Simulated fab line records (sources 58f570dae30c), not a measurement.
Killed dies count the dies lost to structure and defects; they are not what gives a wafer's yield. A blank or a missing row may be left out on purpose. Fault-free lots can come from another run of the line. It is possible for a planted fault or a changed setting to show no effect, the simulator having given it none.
Split-lot experiment -- flow berkeley-cmos170 -- route with 331 steps; 5 lots, 23 wafers read

## SPLIT DETAILS
At UCB170_ACTIVE_COAT_08 (resist thk 900 nm), the setting resist-thk-nm was moved away from the recipe's 900 nm on 8 of the 23 wafers read, by -6.0% to +5.6%. This setting was run at the recipe's value on the other wafers.

## FROM THE SPLIT TO THE READING: what the file shows between them, 3 steps
- UCB170_ACTIVE_SOFTBAKE_09: time 60 s (also split here: time-s)
- UCB170_ACTIVE_EXPOSE_10: exposes mask ACTIVE, target cd 1200 nm
- UCB170_ACTIVE_PEB_11

## THE READING
KrF_of_ACTIVE_COAT_08.thk-nm (the simulator's own value, which no gauge read), in nm, at UCB170_ACTIVE_ETCH_15 (etches Si3N4 in CH3F/Ar/O2, stops on SiO2, target depth 242 nm, time 151 s). There is no usual value for it anywhere in the file. Average 724.2 nm, standard deviation 3.7 nm, over the 15 wafers here run with the recipe.

wafer,"tool, chamber at the split","resist-thk-nm as run, nm",against the recipe,"KrF_of_ACTIVE_COAT_08.thk-nm, nm",against lot-mates on the recipe
L074.2,"litho-track-01, 0",900,recipe,723,-
L074.3,"litho-track-01, 0",900,recipe,721.9,-
L074.5,"litho-track-01, 0",900,recipe,729.9,-
L076.1,"litho-track-02, 0",900,recipe,726.9,-
L076.2,"litho-track-02, 0",846.4,-6.0%,667.9,-60.7
L076.4,"litho-track-02, 0",846.4,-6.0%,676.2,-52.4
L076.5,"litho-track-02, 0",900,recipe,730.3,-
L076.6,"litho-track-02, 0",846.4,-6.0%,666.6,-62.0
L081.2,"litho-track-02, 0",950.5,+5.6%,776.6,+50.6
L081.3,"litho-track-02, 0",950.5,+5.6%,773.5,+47.5
L081.4,"litho-track-02, 0",950.5,+5.6%,774.7,+48.7
L081.5,"litho-track-02, 0",900,recipe,723.7,-
L081.6,"litho-track-02, 0",900,recipe,728.3,-
L080.1,"litho-track-03, 0",900,recipe,719.4,-
L080.3,"litho-track-03, 0",871.2,-3.2%,689.9,-31.5
L080.4,"litho-track-03, 0",871.2,-3.2%,696.3,-25.1
L080.5,"litho-track-03, 0",900,recipe,717.4,-
L080.6,"litho-track-03, 0",900,recipe,727.4,-
L083.1,"litho-track-02, 0",900,recipe,723.8,-
L083.6,"litho-track-02, 0",900,recipe,723.8,-
L083.2,"litho-track-02, 0",900,recipe,722.7,-
L083.3,"litho-track-02, 0",900,recipe,719.6,-
L083.5,"litho-track-02, 0",900,recipe,724.2,-

FIT RESULTS
A straight line over all 23 wafers: KrF_of_ACTIVE_COAT_08.thk-nm changes by +9.11 nm for each +1% of resist-thk-nm; r = +0.99; the points scatter about the line by 3.7 nm.
The same after taking each lot's own level away (the mean of its wafers on the recipe; 23 wafers): +9.23 nm for each +1%; r = +0.99; scatter 3.5 nm.
Per that fit: largest resist-thk-nm move, reading shift of 55 nm.
Across the lots, their own levels run from 721.40 to 728.60 nm, a range of 2.0 times the standard deviation given above.
The two slopes agree, so the slope changes little with the lot-to-lot level.
Check: for one of the wafers moved furthest among these (-6.0%), held out of the fit, the line's prediction against its lot-mates is -54.5 nm. It came out at -60.7 nm against them.

## OTHER SPLITS ON THESE WAFERS
Note: prior to the reading, these wafers also went through further splits. Each is held against what the fit with the lots' levels taken away leaves over:
other split on the same wafers,wafers away from the commonest value,r with KrF_of_ACTIVE_COAT_08.thk-nm (lot level and that fit taken away)
UCB170_NWELL_OXIDATION_01 temp-c,15,-0.23
UCB170_NWELL_PEB_10 peb-temp-c,7,+0.23
UCB170_PWELL_OXIDATION_02 temp-c,18,+0.24
UCB170_PWELL_ETCH_14 rf-w,3,-0.33
UCB170_PWELL_IMPLANT_15 dose-cm2,8,+0.16
UCB170_ACTIVE_SOFTBAKE_09 time-s,4,-0.21

## THE WHOLE CHAIN: every reading that the file lists as answering this split, in the file's order
step,what it does,reading,change (the file's fit),r (the file's)
UCB170_ACTIVE_COAT_08,resist thk 900 nm,"KrF_of_ACTIVE_COAT_08.thk-nm (the simulator's own value, which no gauge read)",+9.04 nm for each +1% of the setting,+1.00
UCB170_ACTIVE_ETCH_15,"etches Si3N4 in CH3F/Ar/O2, stops on SiO2, target depth 242 nm, time 151 s","KrF_of_ACTIVE_COAT_08.thk-nm (the simulator's own value, which no gauge read)",+9.23 nm for each +1% of the setting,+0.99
UCB170_ACTIVE_STRIP_16,strips in O2,strip-time-to-endpoint-s,withheld for each +1% of the setting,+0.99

## THE FILE'S OWN FIT
KrF_of_ACTIVE_COAT_08.thk-nm changes by +9.23 nm for each +1% of resist-thk-nm, r = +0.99.
